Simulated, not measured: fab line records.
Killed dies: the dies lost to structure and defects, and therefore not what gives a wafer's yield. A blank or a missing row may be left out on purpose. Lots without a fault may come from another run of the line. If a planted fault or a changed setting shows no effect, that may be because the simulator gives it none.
A lot that was struck, set against a sound lot | flow ritCmos | 27 out of 202 route steps
Sound: the wafers L695.2, L695.3, L695.5. Struck: wafers L703.1, L703.5 (left out: L703.3, a lot-mate that was not struck); the cause follows at the end.
At each step with rows: each side's tool, then ch and its chambers, then its first start. Under that, the readings that differ: sound wafers | struck wafers | difference of the means | sigmas: that difference in standard deviations of wafers without a fault.
alike: same words and numbers on both sides, and readings whose means sit less than 2 such deviations apart. not compared: any withheld reading, any reading some wafer has no value for, any bound like >300 that may hide the same value, and any number with overlapping values for which the record gives no deviation.
Wherever a step has rows on one side only, a row that says differs or no value, or a row with sigmas, the two part there. Non-overlapping numbers with no deviation appear without sigmas and do not part them. A reading missing from all wafers of one side parts the sides only when that side holds two or more wafers.

first, 1 step without rows for these wafers: RIT_ACTIVE_OXIDATION_01 (target thk 46.8 nm, ox time 3360 s).
RIT_ACTIVE_THK_MEAS_02:
  sound on filmMetro-04, day 3 09:57; struck on filmMetro-04, day 5 03:06
  alike: ACTIVE_OXIDE_THK
then, 1 step without rows for these wafers: RIT_ACTIVE_CVD_03 (deposits Si3N4 from SiH2Cl2/NH3, target thk 150 nm, time 1500 s).
RIT_ACTIVE_THK_MEAS_04:
  sound on filmMetro-04, day 3 11:26; struck on filmMetro-04, day 5 04:35
  alike: ACTIVE_NITRIDE_THK
then, 6 steps without rows for these wafers: RIT_ACTIVE_HMDS_05 (prime time 60 s); RIT_ACTIVE_COAT_06 (resist thk 1000 nm); RIT_ACTIVE_SOFTBAKE_07 (time 60 s); RIT_ACTIVE_EXPOSE_08 (exposes mask M1, target cd 1400 nm); RIT_ACTIVE_PEB_09; RIT_ACTIVE_DEVELOP_10 (develop time 50 s).
RIT_ACTIVE_CD_MEAS_11: target cd 1400 nm.
  sound on cdSem-01, day 3 12:21; struck on cdSem-01, day 5 05:34
  alike: cdNm
then, 1 step without rows for these wafers: RIT_ACTIVE_HARDBAKE_12 (time 60 s).
RIT_ACTIVE_ETCH_13: etches Si3N4 in SF6, stops on SiO2, time 210 s, target depth 210 nm.
  sound on rieDiel-04 ch 1,2,3, day 3 12:36; struck on rieDiel-04 ch 1, day 5 05:50
reading                                      | sound             | struck          | difference | sigmas
overEtchFrac                                 | 0.4 0.4 0.4       | 0.46631 0.46631 | +0.06631   | 
model.NOVOLAK_of_ACTIVE_COAT_06.thkNm (nm)   | 660.3 658.5 656.5 | 649.1 651.3     | -8.2       | 
model.SiO2_of_ACTIVE_OXIDATION_01.thkNm (nm) | 46.84 46.99 46.24 | 43.22 42.97     | -3.60      | 
model.ACTIVE.featureDepthNm (nm)             | 151 150.8 152.1   | 152.5 153.9     | +1.9       | 
  alike: drypumpMotorCurrentA, oesProductAu, throttleValvePct
  not compared: rfHoursCounterH
RIT_ACTIVE_STRIP_14: strips in O2, time 180 s.
  sound on plasmaAsher-03 ch 0,1, day 3 12:44; struck on plasmaAsher-01 ch 0,1, day 5 05:58
  alike: drypumpMotorCurrentA
  not compared: rfHoursCounterH
RIT_ACTIVE_CD_MEAS_90: target cd 1400 nm.
  sound on cdSem-02, day 3 12:55; struck on cdSem-02, day 5 06:08
  alike: cdNm
then, 4 steps without rows for these wafers: RIT_ACTIVE_CLEAN_15 (cleans in SC1, time 600 s); RIT_ACTIVE_CLEAN_16 (cleans in dHF, time 30 s); RIT_ACTIVE_CLEAN_17 (cleans in SC2, time 600 s); RIT_FOX1_OXIDATION_00 (target thk 350.7 nm, ox time 1130 s).
RIT_FOX1_THK_MEAS_01:
  sound on filmMetro-01, day 3 15:49; struck on filmMetro-04, day 5 07:57
  alike: FOX1_OXIDE_THK
then, 2 steps without rows for these wafers: RIT_FOX1_WET_ETCH_02 (etches SiO2 in BOE, target depth 350 nm, time 390 s); RIT_FOX2_OXIDATION_00 (target thk 350.7 nm, ox time 1130 s).
RIT_FOX2_THK_MEAS_01:
  sound on filmMetro-04, day 3 19:54; struck on filmMetro-01, day 5 09:26
  alike: FOX2_OXIDE_THK
then, 1 step without rows for these wafers: RIT_FOX2_CLEAN_02 (cleans in dHF, time 180 s).
RIT_FOX2_WET_ETCH_03: etches Si3N4 in H3PO4, target depth 195 nm, time 2700 s.
  sound on wetBench-02 ch 2, day 3 20:01; struck on wetBench-04 ch 1, day 5 09:34
reading                                      | sound            | struck      | difference | sigmas
model.SiO2_of_ACTIVE_OXIDATION_01.thkNm (nm) | 41.37 41.5 40.82 | 38.59 38.33 | -2.77      | 
  alike: bathGuardTempC, bathHeatDutyPct
RIT_FOX2_THK_MEAS_90:
  sound on filmMetro-02, day 3 20:47; struck on filmMetro-04, day 5 10:19
  alike: FIELD_OXIDE_LEFT_1_THK
RIT_M1_PROBE_99:
  sound on prober-01, day 5 11:38; struck on prober-01, day 7 01:02
  alike: killedAtContacts, killedAtFrontEnd, killedDies, killedOpen, killedShort

## WHERE THEY PART
Nowhere in this record.

WHY: what the simulator had put in
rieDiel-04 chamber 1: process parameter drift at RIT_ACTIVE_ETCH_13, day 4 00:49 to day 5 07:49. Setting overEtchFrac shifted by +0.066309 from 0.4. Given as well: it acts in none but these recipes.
